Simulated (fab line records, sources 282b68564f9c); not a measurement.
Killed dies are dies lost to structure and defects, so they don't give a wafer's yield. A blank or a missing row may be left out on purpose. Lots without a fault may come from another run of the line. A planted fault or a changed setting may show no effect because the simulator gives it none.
One fault seen from 2 desks | flow rit_cmos | each desk has only its own numbers; what lay behind them comes last

THE TOOL OWNER'S DESK: rie_diel-02
The tool's own readings at RIT_CONTACT_ETCH_11 (etches SiO2 in CHF3/CF4/Ar, stops on TiSi2, target depth 480 nm, time 320 s): means of the sampled wafers that have a number, for each lot that ran on this tool. A lot is out of limits, marked OUT, if its mean lies more than 4 standard deviations from the usual mean; the brackets give that distance.
Columns: A = CHF3_flow_sccm at RIT_CONTACT_ETCH_11, usual 49.99 sccm; B = drypump_motor_current_A at RIT_CONTACT_ETCH_11, usual 5.9 A; C = oes_product_au at RIT_CONTACT_ETCH_11, usual 0.984 a.u.; D = run_length_s at RIT_CONTACT_ETCH_11, usual 348.3 s; E = throttle_valve_pct at RIT_CONTACT_ETCH_11, usual 8.89 %
lot  | first seen here | A     | B   | C     | D                       | E
L123 | day 6 09:46     | 49.84 | 5.7 | 1.007 | 348.6                   | 8.80
L125 | day 6 14:53     | 50.04 | 6.1 | 0.999 | 476.6 (+99 or more) OUT | 8.78
L127 | day 6 19:06     | 49.92 | 5.4 | 0.985 | 476.7 (+99 or more) OUT | 8.84
This desk's finding: out of limits on L125, L127; first on L125, day 6 14:53 (run_length_s at RIT_CONTACT_ETCH_11). In limits: L123.

THE METROLOGY DESK
What the gauges read, lot by lot, whatever tool the lot ran on: means of the sampled wafers that have a number. A lot is out of limits, marked OUT, if its mean lies more than 4 standard deviations from the usual mean; the brackets give that distance.
Columns: A = CONTACT_TEOS_THK at RIT_CONTACT_THK_MEAS_01, usual 400 nm; B = cd_nm at RIT_CONTACT_CD_MEAS_08, usual 999.8 nm; C = CONTACT_OVL at RIT_CONTACT_OVL_MEAS_09, usual -0.2 nm
lot  | first seen here | A   | B      | C
L117 | day 5 04:19     | 394 | 999.4  | -1.0
L123 | day 6 07:59     | 396 | 1004.4 | 0.7
L125 | day 6 13:07     | 396 | 1001.9 | -1.0
L124 | day 6 13:22     | 401 | 1002.6 | -1.2
L127 | day 6 17:16     | 398 | 1002.9 | -1.3
L130 | day 7 08:05     | 411 | 1000.8 | -1.0
This desk's finding: nothing out of limits on any of the 6 lots.

PUT TOGETHER
The tool owner's desk could have raised an alarm at day 6 14:53, on L125, L127.
The metrology desk saw nothing out of limits.
The metrology desk has L125, L127 on record, within its limits.
Of the lots named, all ran RIT_CONTACT_ETCH_11 on rie_diel-02.

WHAT THE SIMULATOR HAD PUT IN
Process parameter drift: rie_diel-02, from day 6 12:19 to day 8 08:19, at RIT_CONTACT_ETCH_11. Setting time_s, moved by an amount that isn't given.
Lots struck among those shown: L125, L127.
Hours from the fault's start to each desk's first reading out of limits: the tool owner's desk, 3.
